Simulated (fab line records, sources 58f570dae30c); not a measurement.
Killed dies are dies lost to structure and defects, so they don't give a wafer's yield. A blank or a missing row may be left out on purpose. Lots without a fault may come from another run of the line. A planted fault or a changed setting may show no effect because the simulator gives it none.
Tool commonality check | flow berkeley_cmos170 | 12 lots, 36 wafers sampled

WHY IT WAS OPENED
At UCB170_SILICIDE_RS_MEAS_02 the reading SILICIDE_TI_RS is flagged on 2 of 12 lots. Wafers without a fault read 26.2 ohm/sq, standard deviation 0.4.
Rule: a lot is flagged when every wafer of it that has a number lies more than 4 standard deviations from that mean, or none has a number. The other lots count as sound.

lot  | measured     | on            | SILICIDE_TI_RS (ohm/sq), wafer by wafer | flag
L689 | day 9 14:23  | film_metro-04 | 17.1 16.8 17.0                          | FLAGGED
L691 | day 9 14:50  | film_metro-02 | 16.7 16.9 16.7                          | FLAGGED
L692 | day 9 19:48  | film_metro-02 | 26.2 26.7 27.0                          |
L693 | day 10 15:43 | film_metro-02 | 26.1 25.9 25.7                          |
L694 | day 10 20:38 | film_metro-03 | 26.5 26.2 27.1                          |
L697 | day 11 02:40 | film_metro-02 | 26.1 26.3 26.0                          |
L695 | day 11 02:52 | film_metro-02 | 27.1 26.5 26.4                          |
L699 | day 11 14:12 | film_metro-02 | 26.4 25.4 25.6                          |
L700 | day 12 13:37 | film_metro-02 | 26.8 26.4 26.2                          |
L701 | day 12 13:38 | film_metro-03 | 26.7 25.9 26.9                          |
L702 | day 12 13:47 | film_metro-04 | 25.6 25.8 25.6                          |
L703 | day 12 16:50 | film_metro-02 | 25.9 26.3 26.4                          |
The numbers of the flagged lots are 16.9 ohm/sq on average: -9.3 ohm/sq against the usual, or -23 standard deviations.

WHICH TOOL RAN EACH LOT
The record holds 1 process step before the reading, out of a route of 331 steps. In each cell: the tool, then ch and the chambers that the sampled wafers went through, then the start.
lot  | flag    | UCB170_SILICIDE_SPUTTER_01
L689 | FLAGGED | pvd_sputter-01, day 9 14:15
L691 | FLAGGED | pvd_sputter-01, day 9 14:48
L692 |         | pvd_sputter-02, day 9 19:46
L693 |         | pvd_sputter-04, day 10 15:40
L694 |         | pvd_sputter-02, day 10 20:37
L697 |         | pvd_sputter-04, day 11 02:37
L695 |         | pvd_sputter-02, day 11 02:50
L699 |         | pvd_sputter-02, day 11 14:10
L700 |         | pvd_sputter-04, day 12 13:35
L701 |         | pvd_sputter-02, day 12 13:35
L702 |         | pvd_sputter-01, day 12 13:44
L703 |         | pvd_sputter-04, day 12 16:48
What these steps do:
- UCB170_SILICIDE_SPUTTER_01: material Ti, target thk 30 nm, time 25 s.
- UCB170_SILICIDE_RS_MEAS_02: measures by four-point-probe.

FLAGGED OVER TOTAL, TOOL BY TOOL (the gauges that took the reading come last)
step                       | tool           | lots run | flagged | share of the flagged lots | sound lots run after its first flagged lot
UCB170_SILICIDE_SPUTTER_01 | pvd_sputter-01 | 3        | 2       | all                       | 1 (L702)
UCB170_SILICIDE_SPUTTER_01 | pvd_sputter-02 | 5        | 0       | none                      | -
UCB170_SILICIDE_SPUTTER_01 | pvd_sputter-04 | 4        | 0       | none                      | -
UCB170_SILICIDE_RS_MEAS_02 | film_metro-02  | 8        | 1       | some                      | 7 (L692,L693,L697,L695,L699,L700,L703)
UCB170_SILICIDE_RS_MEAS_02 | film_metro-03  | 2        | 0       | none                      | -
UCB170_SILICIDE_RS_MEAS_02 | film_metro-04  | 2        | 1       | some                      | 1 (L702)

WHAT THE TABLE ALLOWS
1 row of the table ran every flagged lot: pvd_sputter-01 at UCB170_SILICIDE_SPUTTER_01.
- pvd_sputter-01 at UCB170_SILICIDE_SPUTTER_01: 2 of its 3 lots flagged. Sound lots ran on it after the first flagged one (L702), which a lasting fault on the whole tool wouldn't allow.
No row of the table ran every flagged lot and no sound lot after the first.

WHAT THE SIMULATOR HAD PUT IN
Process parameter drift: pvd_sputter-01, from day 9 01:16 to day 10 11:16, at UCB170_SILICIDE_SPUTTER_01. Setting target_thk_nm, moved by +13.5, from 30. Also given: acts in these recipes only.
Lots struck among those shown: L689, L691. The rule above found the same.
